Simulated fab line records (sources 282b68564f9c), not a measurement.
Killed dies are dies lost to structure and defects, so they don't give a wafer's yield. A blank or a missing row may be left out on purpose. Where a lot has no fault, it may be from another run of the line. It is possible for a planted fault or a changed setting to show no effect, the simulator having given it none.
fab line records | flow ritCmos
[record] lots = 7 | wafers = 21 | lastDay = 7
route steps=202 shown ACTIVE@8 FOX1@20 M1@202
lots that met no fault: taken from a fault-free run of the same line
startH: hours from the record's first day to the start of the lot's first wafer shown | waitH: hours since the lot's step before | " identical to the entry in the row above | L1.1+2: several wafers, shown together as one row | - either no value or no given start | * or withheld: withheld | < > ~ a bound
route shown NAME@n: a module of which the file shows steps, and the number in the route of the first | usual: average and standard deviation across the fault-free wafers | same: alike in all rows | chamber/n: place in a boat | sites: the reading at each site | _std_site: the values' standard deviation | _edge_site: mean of outer sites minus mean of inner sites | radiusMm: for every site, how far away it sits from the centre of the wafer | mask NAME#n: copy n | behind: the tool/chamber that last shaped the wafer | hold: why the lot was held/for how many hours/how that ended | device: names the non-switching transistor (n, p or np) | end of line: the same wafers' tests at the end of the route | step lacking rows: just its recipe | killed: not the wafer's yield, but the dies lost to structure and defects at the first sort | map: dies across one wafer; x = killed, . = not, _ = none there
set.NAME: setting as actually run; set.NAME@STEP: the setting as run at that earlier step | model.NAME: the simulator's own value behind a step, which no gauge read
lots at selected steps of the route; one table per step, one row per wafer
services: when a tool's chamber went out of use (startH, in hours from the record's first day, below 0 if earlier), for how many hours, and the reason
[[steps]]
[step RIT_ACTIVE_SOFTBAKE_07]
[recipe] resist = NOVOLAK | tempC = 90 | timeS = 60
[step RIT_ACTIVE_EXPOSE_08]
[recipe] maskId = M1 | na = 0.6 | sourceShape = conventional | sigmaOuter = 0.6 | targetCdNm = 1400 | doseMj = 225
[step RIT_ACTIVE_PEB_09]
[recipe] resist = NOVOLAK | tempC = withheld | timeS = withheld
[step RIT_ACTIVE_DEVELOP_10]
[recipe] resist = NOVOLAK | developTimeS = 50 | devTempC = 23
[step RIT_ACTIVE_CD_MEAS_11]
[recipe] targetCdNm = 1400
[usual] cdNm = 1399.8/2.4
lot.wafer | tool     | chamber | startH | waitH | cdNm
L300.2    | cdSem-02 | -       | 29.58  | -     | 1397.1
L300.5    | "        | -       | "      | "     | 1397.0
L300.6    | "        | -       | "      | "     | 1398.1
L304.2    | cdSem-01 | -       | 49.54  | -     | 1396.3
L304.4    | "        | -       | "      | "     | 1397.4
L304.6    | "        | -       | "      | "     | 1398.3
L306.2    | cdSem-01 | -       | 61.19  | -     | 1400.7
L306.3    | "        | -       | "      | "     | 1399.1
L306.5    | "        | -       | "      | "     | 1400.4
L307.1    | cdSem-02 | -       | 64.52  | -     | 1399.5
L307.3    | "        | -       | "      | "     | 1396.9
L307.6    | "        | -       | "      | "     | 1397.4
L310.2    | cdSem-01 | -       | 79.73  | -     | 1396.9
L310.3    | "        | -       | "      | "     | 1397.3
L310.4    | "        | -       | "      | "     | 1396.7
L311.1    | cdSem-02 | -       | 85.15  | -     | 1398.6
L311.4    | "        | -       | "      | "     | 1397.9
L311.6    | "        | -       | "      | "     | 1398.0
L317.3    | cdSem-01 | -       | 114.84 | -     | 1403.4
L317.4    | "        | -       | "      | "     | 1403.2
L317.5    | "        | -       | "      | "     | 1402.8
[step RIT_ACTIVE_HARDBAKE_12]
[recipe] resist = NOVOLAK | tempC = 140 | timeS = 60
[step RIT_ACTIVE_ETCH_13]
[recipe] stopOn = SiO2 | chemistry = SF6 | target = Si3N4 | timeS = 210 | overEtchFrac = 0.4 | SF6_flow_sccm = 200 | pressureMtorr = 260 | rfW = 125 | targetDepthA = 2100
[usual] drypumpMotorCurrentA = 5.80/0.25 | oesProductAu = 0.823/0.016 | throttleValvePct = 7.43/0.11
lot.wafer | tool       | chamber | startH | waitH | drypumpMotorCurrentA | oesProductAu | rfHoursCounterH | throttleValvePct
L300.2    | rieDiel-01 | 3       | 29.83  | 0.1   | 5.70                 | 0.822        | 29              | 7.42
L300.5    | "          | 2       | "      | "     | 6.16                 | 0.795        | -               | 7.40
L300.6    | "          | 1       | "      | "     | 5.73                 | 0.818        | -               | 7.29
L304.2    | rieDiel-01 | 2       | 49.79  | 0.1   | 6.15                 | 0.808        | 137             | 7.42
L304.4    | "          | 3       | "      | "     | 5.74                 | 0.824        | -               | 7.41
L304.6    | "          | 0       | "      | "     | 5.49                 | 0.839        | -               | 7.26
L306.2    | rieDiel-03 | 0       | 61.44  | 0.1   | 5.81                 | 0.813        | 81              | 7.58
L306.3    | "          | 1       | "      | "     | 6.29                 | 0.847        | 91              | 7.43
L306.5    | "          | 1       | "      | "     | 6.29                 | 0.832        | -               | 7.43
L307.1    | rieDiel-01 | 3       | 64.79  | 0.1   | 5.71                 | 0.820        | 30              | 7.42
L307.3    | "          | 1       | "      | "     | 5.72                 | 0.842        | 0               | 7.28
L307.6    | "          | 3       | "      | "     | 5.71                 | 0.809        | -               | 7.42
L310.2    | rieDiel-02 | 2       | 79.98  | 0.1   | 6.00                 | 0.820        | 142             | 7.46
L310.3    | "          | 2       | "      | "     | 5.99                 | 0.824        | -               | 7.43
L310.4    | "          | 1       | "      | "     | 5.76                 | 0.807        | -               | 7.56
L311.1    | rieDiel-02 | 0       | 85.42  | 0.1   | 5.54                 | 0.867        | 0               | 7.54
L311.4    | "          | 2       | "      | "     | 6.00                 | 0.830        | 143             | 7.47
L311.6    | "          | 1       | "      | "     | 5.78                 | 0.815        | -               | 7.56
L317.3    | rieDiel-03 | 1       | 115.07 | 0.1   | 6.25                 | 0.820        | 92              | 7.43
L317.4    | "          | 3       | "      | "     | 5.67                 | 0.801        | 132             | 7.35
L317.5    | "          | 0       | "      | "     | 5.76                 | 0.795        | -               | 7.58
[step RIT_ACTIVE_STRIP_14]
[recipe] chemistry = O2 | timeS = 180 | resist = NOVOLAK | platenTempC = withheld | powerW = 500 | pressureMtorr = 4137 | o2FlowSccm = 4000
[usual] drypumpMotorCurrentA = 5.5/0.58
lot.wafer | tool           | chamber | startH | waitH | drypumpMotorCurrentA | rfHoursCounterH
L300.2    | plasmaAsher-02 | 0       | 29.97  | 0.1   | 6.0                  | 23
L300.5    | "              | 1       | "      | "     | 6.5                  | -
L300.6    | "              | 0       | "      | "     | 5.9                  | -
L304.2    | plasmaAsher-01 | 0       | 49.92  | 0.1   | 5.3                  | 42
L304.4    | "              | 1       | "      | "     | 4.8                  | -
L304.6    | "              | 1       | "      | "     | 4.8                  | -
L306.2    | plasmaAsher-03 | 1       | 61.58  | 0.1   | 5.0                  | 43
L306.3    | "              | 0       | "      | "     | 5.7                  | -
L306.5    | "              | 1       | "      | "     | 5.0                  | -
L307.1    | plasmaAsher-01 | 1       | 64.93  | 0.1   | 4.8                  | 44
L307.3    | "              | 0       | "      | "     | 5.3                  | -
L307.6    | "              | 1       | "      | "     | 4.8                  | -
L310.2    | plasmaAsher-03 | 0       | 80.18  | 0.1   | 5.7                  | 45
L310.3    | "              | 0       | "      | "     | 5.7                  | -
L310.4    | "              | 1       | "      | "     | 4.9                  | -
L311.1    | plasmaAsher-01 | 1       | 85.55  | 0.1   | 4.8                  | 46
L311.4    | "              | 0       | "      | "     | 5.3                  | -
L311.6    | "              | 0       | "      | "     | 5.4                  | -
L317.3    | plasmaAsher-02 | 1       | 115.26 | 0.1   | 6.5                  | -
L317.4    | "              | 0       | "      | "     | 5.9                  | -
L317.5    | "              | 0       | "      | "     | 6.0                  | -
[step RIT_ACTIVE_CD_MEAS_90]
[recipe] targetCdNm = 1400
[usual] cdNm = 1399.8/2.4
lot.wafer | tool     | chamber | startH | waitH | cdNm
L300.2    | cdSem-02 | -       | 30.16  | 0.1   | 1397.3
L300.5    | "        | -       | "      | "     | 1397.2
L300.6    | "        | -       | "      | "     | 1398.0
L304.2    | cdSem-02 | -       | 50.11  | 0.1   | 1397.0
L304.4    | "        | -       | "      | "     | 1397.4
L304.6    | "        | -       | "      | "     | 1398.7
L306.2    | cdSem-01 | -       | 61.77  | 0.1   | 1400.5
L306.3    | "        | -       | "      | "     | 1399.1
L306.5    | "        | -       | "      | "     | 1400.0
L307.1    | cdSem-01 | -       | 65.10  | 0.1   | 1399.2
L307.3    | "        | -       | "      | "     | 1397.4
L307.6    | "        | -       | "      | "     | 1396.7
L310.2    | cdSem-02 | -       | 80.37  | 0.1   | 1397.6
L310.3    | "        | -       | "      | "     | 1397.9
L310.4    | "        | -       | "      | "     | 1397.0
L311.1    | cdSem-01 | -       | 85.73  | 0.1   | 1398.9
L311.4    | "        | -       | "      | "     | 1398.1
L311.6    | "        | -       | "      | "     | 1397.3
L317.3    | cdSem-02 | -       | 115.41 | 0.1   | 1403.6
L317.4    | "        | -       | "      | "     | 1403.3
L317.5    | "        | -       | "      | "     | 1403.0
[step RIT_ACTIVE_CLEAN_15]
[recipe] chemistry = SC1 | mix = 3:3:50 | timeS = 600 | tempC = 75
[step RIT_ACTIVE_CLEAN_16]
[recipe] chemistry = dHF | dilution = 50:1 | timeS = 30
[step RIT_ACTIVE_CLEAN_17]
[recipe] chemistry = SC2 | mix = 3:3:50 | timeS = 600 | tempC = 75 | dry = n2Spin
[step RIT_FOX1_OXIDATION_00]
[recipe] tempC = 1100 | ambient = H2O | targetThkA = 3507 | pH2oTorr = 720 | oxTimeS = 1130
[usual] spikeTcCentreC = 1101.9/1.4 | spikeTcLoadC = 1127/3.8 | spikeTcSourceC = 1124.5/2.3 | tubeCenterTempC = 1100/0.1 | tube_center_temp_C_max = 1102.9/0.46 | zonePowerLoadPct = 43.4/0.53
lot.wafer | tool       | chamber | startH | waitH | spikeTcCentreC | spikeTcLoadC | spikeTcSourceC | tubeCenterTempC | tube_center_temp_C_max | zonePowerLoadPct | model.SiO2_of_FOX1_OXIDATION_00.thkNm
L300.2    | furnace-03 | 0       | 31.63  | 1.0   | 1103.3         | 1128         | 1122.1         | 1100            | 1102.9                 | 43.2             | 357.2
L300.5    | "          | 0       | "      | "     | 1103.6         | 1127         | 1123.5         | 1100            | 1102.9                 | 43.6             | 354.1
L300.6    | "          | 0       | "      | "     | 1102.5         | 1125         | 1122.9         | 1099.9          | 1102.6                 | 43.4             | 356.6
L304.2    | furnace-01 | 0       | 50.58  | 0.0   | 1102.4         | 1122         | 1127.1         | 1099.9          | 1102.7                 | 43.4             | 350.7
L304.4    | "          | 0       | "      | "     | 1099.7         | 1123         | 1127.1         | 1100.1          | 1102.5                 | 43.0             | 348.9
L304.6    | "          | 0       | "      | "     | 1101.8         | 1125         | 1127.8         | 1099.9          | 1102.3                 | 42.6             | 349.9
L306.2    | furnace-01 | 0       | 64.69  | 2.4   | 1087.8         | 1109         | 1114.4         | 1085.6          | 1088.1                 | 41.4             | 321.8
L306.3    | "          | 0       | "      | "     | 1086.6         | 1109         | 1111.3         | 1085.6          | 1088.5                 | 41.6             | 335.5
L306.5    | "          | 0       | "      | "     | 1086.3         | 1108         | 1112.6         | 1085.8          | 1088.9                 | 41.2             | 329.6
L307.1    | furnace-01 | 0       | 66.25  | 0.7   | 1086.7         | 1108         | 1115.6         | 1085.6          | 1088.1                 | 41.8             | 329.1
L307.3    | "          | 0       | "      | "     | 1086.8         | 1106         | 1112.7         | 1085.5          | 1088.3                 | 41.7             | 324.3
L307.6    | "          | 0       | "      | "     | 1087.2         | 1106         | 1113.8         | 1085.6          | 1088.1                 | 42.1             | 330.2
L310.2    | furnace-02 | 0       | 80.84  | 0.0   | 1100.3         | 1131         | 1123.1         | 1099.9          | 1103.3                 | 43.1             | 354
L310.3    | "          | 0       | "      | "     | 1097.2         | 1132         | 1122.4         | 1099.9          | 1102.7                 | 42.7             | 351.9
L310.4    | "          | 0       | "      | "     | 1102.5         | 1134         | 1123.8         | 1099.9          | 1103.0                 | 42.5             | 350
L311.1    | furnace-01 | 0       | 86.36  | 0.1   | 1087.4         | 1109         | 1111.8         | 1085.5          | 1088.5                 | 41.9             | 317.6
L311.4    | "          | 0       | "      | "     | 1086.9         | 1108         | 1113.8         | 1085.6          | 1088.3                 | 41.7             | 321.8
L311.6    | "          | 0       | "      | "     | 1087.6         | 1108         | 1111.7         | 1085.6          | 1088.9                 | 41.1             | 321
L317.3    | furnace-02 | 0       | 115.86 | 0.0   | 1100.6         | 1131         | 1123.4         | 1099.9          | 1103.9                 | 43.3             | 346.5
L317.4    | "          | 0       | "      | "     | 1099.8         | 1131         | 1124.8         | 1100.1          | 1102.3                 | 43.6             | 352.5
L317.5    | "          | 0       | "      | "     | 1100.9         | 1133         | 1123.6         | 1099.9          | 1102.5                 | 43.1             | 348.7
[step RIT_FOX1_THK_MEAS_01]
[recipe] reads = SiO2_of_FOX1_OXIDATION_00
[usual] FOX1_OXIDE_THK = 350/5.6
lot.wafer | tool         | chamber | startH | waitH | FOX1_OXIDE_THK[nm]
L300.2    | filmMetro-04 | -       | 32.95  | 0.0   | 357
L300.5    | "            | -       | "      | "     | 354
L300.6    | "            | -       | "      | "     | 357
L304.2    | filmMetro-03 | -       | 51.90  | 0.0   | 350
L304.4    | "            | -       | "      | "     | 349
L304.6    | "            | -       | "      | "     | 350
L306.2    | filmMetro-03 | -       | 66.01  | 0.0   | 322
L306.3    | "            | -       | "      | "     | 335
L306.5    | "            | -       | "      | "     | 330
L307.1    | filmMetro-04 | -       | 67.56  | 0.0   | 329
L307.3    | "            | -       | "      | "     | 324
L307.6    | "            | -       | "      | "     | 330
L310.2    | filmMetro-03 | -       | 82.16  | 0.0   | 354
L310.3    | "            | -       | "      | "     | 352
L310.4    | "            | -       | "      | "     | 350
L311.1    | filmMetro-01 | -       | 87.67  | 0.0   | 317
L311.4    | "            | -       | "      | "     | 322
L311.6    | "            | -       | "      | "     | 321
L317.3    | filmMetro-04 | -       | 117.20 | 0.0   | 347
L317.4    | "            | -       | "      | "     | 352
L317.5    | "            | -       | "      | "     | 349
[step RIT_FOX1_WET_ETCH_02]
[recipe] chemistry = BOE | targetDepthNm = 350 | timeS = 390 | tempC = 21.5 | dry = n2Spin | dilution = 10:1 | target = SiO2
[step RIT_M1_PROBE_99]
[usual] killedAtContacts = 0.1/0.27 | killedAtFrontEnd = 7/3 | killedDies = 7.0/3 | killedOpen = 3.5/2.1 | killedShort = 3.4/1.9
[same] grossDies = 264 | killed_at_M0_to_M3 = 0 | killed_at_M4_up = 0 | killedAtBackSide = 0 | killedAtOther = 0
lot.wafer | tool      | chamber | startH | waitH | killedAtContacts | killedAtFrontEnd | killedDies | killedOpen | killedShort | model.etest.pplusSal.widthNm | model.etest.nplusSal.widthNm | model.etest.nldd.widthNm | model.etest.pldd.widthNm
L300.2    | prober-02 | -       | 73.78  | 0.1   | 0                | 11               | 11         | 4          | 7           | 3421                         | 3435                         | 3148                     | 3144
L300.5    | prober-02 | -       | 73.93  | 0.2   | 1                | 4                | 5          | 2          | 3           | 3418                         | 3442                         | 3147                     | 3154
L300.6    | prober-02 | -       | 73.98  | 0.2   | 0                | 7                | 7          | 3          | 4           | 3435                         | 3430                         | 3156                     | 3159
L304.2    | prober-02 | -       | 95.34  | 0.1   | 0                | 14               | 14         | 5          | 9           | 3457                         | 3438                         | 3169                     | 3171
L304.4    | prober-02 | -       | 95.44  | 0.2   | 0                | 12               | 12         | 7          | 5           | 3465                         | 3467                         | 3177                     | 3180
L304.6    | prober-02 | -       | 95.54  | 0.2   | 0                | 9                | 9          | 4          | 5           | 3449                         | 3441                         | 3184                     | 3180
L306.2    | prober-02 | -       | 111.75 | 0.1   | 0                | 11               | 11         | 5          | 6           | 3481                         | 3478                         | 3213                     | 3225
L306.3    | prober-02 | -       | 111.80 | 0.2   | 0                | 12               | 12         | 7          | 5           | 3464                         | 3461                         | 3174                     | 3191
L306.5    | prober-02 | -       | 111.90 | 0.2   | 0                | 6                | 6          | 4          | 2           | 3487                         | 3478                         | 3201                     | 3214
L307.1    | prober-01 | -       | 113.20 | 0.1   | 0                | 5                | 5          | 2          | 3           | 3482                         | 3478                         | 3170                     | 3188
L307.3    | prober-01 | -       | 113.30 | 0.2   | 0                | 10               | 10         | 5          | 5           | 3485                         | 3466                         | 3186                     | 3167
L307.6    | prober-01 | -       | 113.45 | 0.2   | 0                | 13               | 13         | 9          | 4           | 3462                         | 3459                         | 3176                     | 3169
L310.2    | prober-02 | -       | 123.78 | 0.1   | 0                | 8                | 8          | 6          | 2           | 3434                         | 3439                         | 3170                     | 3156
L310.3    | prober-02 | -       | 123.83 | 0.2   | 0                | 7                | 7          | 3          | 4           | 3421                         | 3445                         | 3167                     | 3169
L310.4    | prober-02 | -       | 123.88 | 0.2   | 0                | 7                | 7          | 6          | 1           | 3449                         | 3444                         | 3183                     | 3195
L311.1    | prober-01 | -       | 129.04 | 0.1   | 0                | 7                | 7          | 4          | 3           | 3494                         | 3499                         | 3215                     | 3189
L311.4    | prober-01 | -       | 129.19 | 0.2   | 0                | 8                | 8          | 6          | 2           | 3474                         | 3470                         | 3204                     | 3193
L311.6    | prober-01 | -       | 129.29 | 0.2   | 1                | 6                | 7          | 3          | 4           | 3467                         | 3488                         | 3187                     | 3200
L317.3    | prober-01 | -       | 157.70 | 0.2   | 0                | 8                | 8          | 5          | 3           | 3425                         | 3458                         | 3184                     | 3175
L317.4    | prober-01 | -       | 157.75 | 0.2   | 0                | 7                | 7          | 5          | 2           | 3418                         | 3416                         | 3176                     | 3163
L317.5    | prober-01 | -       | 157.80 | 0.2   | 0                | 3                | 3          | 2          | 1           | 3447                         | 3433                         | 3190                     | 3197
// killed by level:class
L300.2 GATE:geometricParticle:short=4 REOX:geometricParticle:short=2 FOX1:geometricParticle:short=1 FOX1:geometricParticle:open=1 FOX2:geometricParticle:open=1 GATE:geometricParticle:open=1 SILICIDE:geometricParticle:open=1
L300.5 FOX1:geometricParticle:short=2 GATE:geometricParticle:open=1 SPACER:geometricParticle:short=1 CONTACT:geometricParticle:open=1
L300.6 SPACER:geometricParticle:short=2 FOX2:geometricParticle:short=1 GATE:geometricParticle:short=1 GATE:geometricParticle:open=1 SPACER:geometricParticle:open=1 SILICIDE:geometricParticle:open=1
L304.2 GATE:geometricParticle:short=4 GATE:geometricParticle:open=3 SPACER:geometricParticle:short=3 FOX1:geometricParticle:short=2 FOX1:geometricParticle:open=1 REOX:geometricParticle:open=1
L304.4 SILICIDE:geometricParticle:short=3 GATE:geometricParticle:open=2 SILICIDE:geometricParticle:open=2 FOX2:geometricParticle:open=1 GATE:geometricParticle:short=1 REOX:geometricParticle:short=1 REOX:geometricParticle:open=1 SPACER:geometricParticle:open=1
L304.6 FOX1:geometricParticle:short=2 GATE:geometricParticle:short=2 GATE:geometricParticle:open=2 FOX2:geometricParticle:short=1 SPACER:geometricParticle:open=1 SILICIDE:geometricParticle:open=1
L306.2 GATE:geometricParticle:short=3 GATE:geometricParticle:open=2 FOX1:geometricParticle:short=1 FOX2:geometricParticle:open=1 REOX:geometricParticle:open=1 REOX:geometricParticle:short=1 SILICIDE:geometricParticle:short=1 SILICIDE:geometricParticle:open=1
L306.3 GATE:geometricParticle:open=3 FOX1:geometricParticle:short=2 GATE:geometricParticle:short=2 SILICIDE:geometricParticle:open=2 FOX1:geometricParticle:open=1 FOX2:geometricParticle:short=1 REOX:geometricParticle:open=1
L306.5 FOX1:geometricParticle:open=2 FOX2:geometricParticle:open=1 GATE:geometricParticle:open=1 REOX:geometricParticle:short=1 SILICIDE:geometricParticle:short=1
L307.1 REOX:geometricParticle:short=2 GATE:geometricParticle:open=1 REOX:geometricParticle:open=1 SILICIDE:geometricParticle:short=1
L307.3 SILICIDE:geometricParticle:short=3 SILICIDE:geometricParticle:open=3 GATE:geometricParticle:open=2 REOX:geometricParticle:short=1 SPACER:geometricParticle:short=1
L307.6 GATE:geometricParticle:open=5 SILICIDE:geometricParticle:open=2 FOX1:geometricParticle:short=1 FOX1:geometricParticle:open=1 GATE:geometricParticle:short=1 REOX:geometricParticle:short=1 REOX:geometricParticle:open=1 SPACER:geometricParticle:short=1
L310.2 GATE:geometricParticle:open=2 FOX1:geometricParticle:short=1 FOX2:geometricParticle:open=1 GATE:geometricParticle:short=1 REOX:geometricParticle:open=1 SPACER:geometricParticle:open=1 SILICIDE:geometricParticle:open=1
L310.3 SILICIDE:geometricParticle:short=2 FOX1:geometricParticle:short=1 REOX:geometricParticle:open=1 SPACER:geometricParticle:open=1 SPACER:geometricParticle:short=1 SILICIDE:geometricParticle:open=1
L310.4 SILICIDE:geometricParticle:open=2 FOX1:geometricParticle:open=1 FOX2:geometricParticle:open=1 GATE:geometricParticle:open=1 SPACER:geometricParticle:open=1 SPACER:geometricParticle:short=1
L311.1 FOX1:geometricParticle:short=2 FOX2:geometricParticle:open=2 FOX2:geometricParticle:short=1 GATE:geometricParticle:open=1 REOX:geometricParticle:open=1
L311.4 FOX2:geometricParticle:open=2 GATE:geometricParticle:open=2 REOX:geometricParticle:open=2 SPACER:geometricParticle:short=1 SILICIDE:geometricParticle:short=1
L311.6 FOX1:geometricParticle:short=1 GATE:geometricParticle:open=1 GATE:geometricParticle:short=1 SPACER:geometricParticle:short=1 SILICIDE:geometricParticle:open=1 SILICIDE:geometricParticle:short=1 CONTACT:geometricParticle:open=1
L317.3 GATE:geometricParticle:short=2 GATE:geometricParticle:open=2 FOX1:geometricParticle:open=1 SPACER:geometricParticle:short=1 SPACER:geometricParticle:open=1 SILICIDE:geometricParticle:open=1
L317.4 GATE:geometricParticle:open=3 FOX2:geometricParticle:open=1 GATE:geometricParticle:short=1 SPACER:geometricParticle:short=1 SILICIDE:geometricParticle:open=1
L317.5 GATE:geometricParticle:open=1 GATE:geometricParticle:short=1 SILICIDE:geometricParticle:open=1
[[services]]
tool           | chamber | startH | hours | kind
plasmaAsher-03 | -       | 12.93  | 5.3   | repair
furnace-01     | -       | 14.34  | 3.0   | pm
rieDiel-01     | 3       | 15.27  | 6.9   | repair
rieDiel-03     | -       | 15.31  | 0.9   | repair
rieDiel-02     | 1       | 26.28  | 7.7   | repair
furnace-02     | -       | 29.05  | 4.0   | pm
plasmaAsher-02 | -       | 31.32  | 2.8   | pm
rieDiel-02     | 3       | 35.95  | -     | clean
rieDiel-02     | 3       | 35.95  | 26.1  | scheduledDown
rieDiel-02     | 3       | 35.95  | 26.1  | ventCycle
rieDiel-02     | 1       | 44.88  | 4.7   | repair
rieDiel-01     | 1       | 45.30  | -     | clean
rieDiel-01     | 1       | 45.30  | 16.1  | scheduledDown
rieDiel-01     | 1       | 45.30  | 16.1  | ventCycle
rieDiel-02     | 0       | 62.04  | -     | clean
rieDiel-02     | 0       | 62.04  | 20.6  | scheduledDown
plasmaAsher-03 | -       | 63.43  | 0.4   | repair
rieDiel-02     | 1       | 66.11  | 4.4   | repair
rieDiel-02     | 3       | 77.78  | 5.2   | repair
furnace-02     | -       | 91.54  | 3.4   | pm
rieDiel-03     | 0       | 98.53  | 4.7   | repair
plasmaAsher-01 | -       | 108.87 | 9.0   | pm
plasmaAsher-01 | 0       | 108.87 | 9.0   | ventCycle
plasmaAsher-01 | 1       | 108.87 | 9.0   | ventCycle
[[key]]
[firstSign] step = RIT_FOX1_OXIDATION_00 | reading = tubeCenterTempC | direction = down | sigmas = 99+ | usual = * | struck = *
[effect] step = RIT_FOX1_OXIDATION_00 | reading = tube_center_temp_C_max | direction = down | sigmas = 32 | usual = * | struck = *
[effect] step = RIT_FOX1_THK_MEAS_01 | reading = FOX1_OXIDE_THK | direction = down | sigmas = 4.3 | usual = 350 | struck = 325
[modelEffect] step = RIT_FOX1_OXIDATION_00 | value = SiO2_of_FOX1_OXIDATION_00.thkNm | without = 349.6 | struck = 325.6
[modelEffect] step = RIT_M1_PROBE_99 | value = etest.pplusSal.widthNm | without = 3452 | struck = 3477
metAt RIT_FOX1_OXIDATION_00
struckWafers L306.2,L306.3,L306.5,L307.1,L307.3,L307.6,L311.1,L311.4,L311.6
testerLeftOut L306,L307,L311
[fault] kind = processParameterDrift | tool = furnace-01 | chamber = - | onsetH = 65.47 | steps = RIT_FOX1_OXIDATION_00 | channel = tempC | offset = * | shape = step | endH = 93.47 | actsIn = * | stated = *
// testerLeftOut: of these lots the tester's yield and bins aren't shown, on N5 and GAA mostly nor the transistor test; their killed dies are dies lost to structure and defects alone, not to doping, threshold or leakage, so they don't give the yield
